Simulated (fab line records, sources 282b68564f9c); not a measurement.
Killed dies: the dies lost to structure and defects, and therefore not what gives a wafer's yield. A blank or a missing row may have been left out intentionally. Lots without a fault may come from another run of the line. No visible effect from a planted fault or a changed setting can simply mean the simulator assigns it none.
Which tool was responsible? | flow rit cmos | at 1 step of a route of 202, 14 lots with 42 wafers sampled

== WHAT EACH GAUGE READ, for each wafer ==
No reading from a measuring or inspecting step in the record can be judged against a usual standard deviation.

== WHICH TOOL RAN EACH LOT (tool, then ch and the chambers of the sampled wafers, then the start) ==
lot  | RIT_SILICIDE_WET_ETCH_00
L469 | wet bench-01 ch 0, day 3 05:01
L471 | wet bench-03 ch 2, day 3 11:06
L472 | wet bench-02 ch 1, day 3 16:40
L474 | wet bench-01 ch 0, day 4 05:01
L476 | wet bench-01 ch 1, day 4 14:19
L477 | wet bench-03 ch 3, day 4 17:12
L478 | wet bench-01 ch 0, day 4 22:37
L479 | wet bench-02 ch 3, day 5 04:19
L483 | wet bench-02 ch 2, day 6 01:21
L484 | wet bench-03 ch 0, day 6 06:23
L485 | wet bench-03 ch 1, day 6 11:10
L486 | wet bench-01 ch 0, day 6 15:55
L491 | wet bench-03 ch 3, day 7 15:17
L492 | wet bench-02 ch 3, day 7 21:18
- RIT_SILICIDE_WET_ETCH_00: etches SiO2 in BOE, target depth 14 nm, time 14.28 s.

== AS READ BY THE TOOLS THEMSELVES (means over the sampled wafers that have a number; for cases with no such wafer, the mark the record gives instead) ==
RIT_SILICIDE_WET_ETCH_00.
lot  | tool         | bath heat duty pct (%) | temp c (C)
L469 | wet bench-01 | 1.5                    | 21.45
L471 | wet bench-03 | 2.2                    | 21.55
L472 | wet bench-02 | 1.7                    | 21.50
L474 | wet bench-01 | 1.5                    | 21.61
L476 | wet bench-01 | 1.9                    | 21.62
L477 | wet bench-03 | 1.1                    | 21.50
L478 | wet bench-01 | 1.5                    | 21.37
L479 | wet bench-02 | 1.9                    | 21.47
L483 | wet bench-02 | 1.6                    | 21.44
L484 | wet bench-03 | -                      | -
L485 | wet bench-03 | -                      | -
L486 | wet bench-01 | 1.8                    | 21.56
L491 | wet bench-03 | 1.7                    | 21.41
L492 | wet bench-02 | 2.0                    | 21.45

== THE ANSWER, worked out from the rows above alone ==
Rule: usual is defined by the lots themselves. Put in order of their means at a reading, lots are off if they are a third of the lots or fewer, leave a main group of 4 or more, and stand apart from it by a gap of 3 or more times the standard deviation of the main group's means; of several such gaps the widest counts. A main group whose means are all the same, to the digits that the tables above print for the reading, isn't used. Also off: a lot with no number at a reading for which 4 or more lots have one. The other lots that the step has rows for count as sound. After the gauges, taken in route order, come the tools' own readings; for these a lot's mean is taken, as printed above. At the first step where some lot is off, the reading lying furthest off is the one used; lots without a number count as furthest.
Off at RIT_SILICIDE_WET_ETCH_00 (bath heat duty pct): L484, L485. Without a number there: L484, L485. The main group has a mean of 1.7 % with a standard deviation of 0.28.
If a tool, at that step or one of the process steps before it, ran each lot that is off and ran no sound lot following the first of them, it fits. Not one of the candidates tried fits.

== WHAT HAD BEEN PUT IN BY THE SIMULATOR ==
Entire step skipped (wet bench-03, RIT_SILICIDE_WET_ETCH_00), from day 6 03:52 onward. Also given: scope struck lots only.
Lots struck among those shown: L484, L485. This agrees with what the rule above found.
